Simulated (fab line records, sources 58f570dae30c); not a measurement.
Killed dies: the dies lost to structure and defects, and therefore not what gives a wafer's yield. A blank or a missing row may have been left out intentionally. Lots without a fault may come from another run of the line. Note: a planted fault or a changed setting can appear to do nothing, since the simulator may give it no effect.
Code-filled problem report in 8D (eight disciplines) form / flow berkeleyCmos170 / the parts of the form that need people (team, actions taken, sign-off) are left out

== 1. WHAT IS WRONG ==
PSD_OVL at UCB170_PSD_OVL_MEAS_07 reads a mean of -162 nm on 9 wafers of 3 lots; wafers without a fault read -1 nm with a standard deviation of 5.5. Measured from the usual mean, that is -29 standard deviations.
Seen first at day 9 05:56 on overlay-02, wafer L248.1. Wafers with a number at this step in the record: 45, from 15 lots. Rule for "out" (also "out of limits"): further than 4 standard deviations from the usual mean. Any other wafer with a number is counted as sound.

== 2. WHAT IT IS, AND WHAT IT ISN'T ==
question=which readings at this step | is=PSD_OVL | is not=-
question=which lots | is=L248, L252, L253 | is not=L244, L245, L246, L247, L249, L250, L257, L258, L260, L261, L263, L264
question=which wafers of those lots | is=all that have a number | is not=-
question=read on which gauges | is=overlay-01, overlay-02 | is not=-
question=when | is=from day 9 05:56 | is not=up to then (12 sound wafers); but 24 sound wafers of L249, L250, L257, L258, L260, L261, L263, L264 came after

== 3. WHAT RULES OUT EACH SUSPECT ==
Counting: a tool at a process step up to the reading stays a suspect if it ran every lot that is out and no sound lot after the first of them.
- the gauge at UCB170_PSD_OVL_MEAS_07 has been ruled out. Those wafers that are out were read across 2 gauges (overlay-01, overlay-02).
- krfScanner-01 at UCB170_PSD_EXPOSE_03 (exposes mask PSELECT MOD, target cd 1200 nm): kept. Every lot that is out went through it, starting with L248 (day 9 04:55), and after that it ran no sound lot; the last sound lot it ran before then is L247 (day 8 08:44).
After counting, what remains is krfScanner-01 at UCB170_PSD_EXPOSE_03.

== 4. THE CAUSE (what the simulator had put in) ==
Scanner matching overlay: krfScanner-01, from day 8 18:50 on, at UCB170_PSD_EXPOSE_03. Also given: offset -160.
Counting left only this tool.

== 5. SEQUENCE OF EFFECTS, ordered by route ==
Each row: a reading whose mean over the struck wafers that have a number lies more than 3 standard deviations from the usual. Only readings whose record carries a usual standard deviation are examined. hours: median over the lots of the time between each lot's start at the first step of this table that gives one and its start at this step. sigmas: the change, counted in usual standard deviations.
hours=0; step=UCB170_PSD_OVL_MEAS_07; reading=PSD_OVL; usual=-1 nm; on struck wafers=-162; change=-161; sigmas=-29
At these later measuring or inspecting steps, every struck wafer for which the step has a row has a number for every such reading, and none has moved that far: UCB170_SDANNEAL_RS_MEAS_04.

== 6. HOW IT WOULD HAVE BEEN CAUGHT EARLIER ==
11 hours passed between the start of the fault at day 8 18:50 and the first reading out of limits at a measuring or inspecting step in this record, taken at day 9 05:56.
Lots out: 3; of these, L252, L253 started UCB170_PSD_EXPOSE_03 on krfScanner-01 after day 9 05:56. A hold on the tool at that time would have spared those 2.
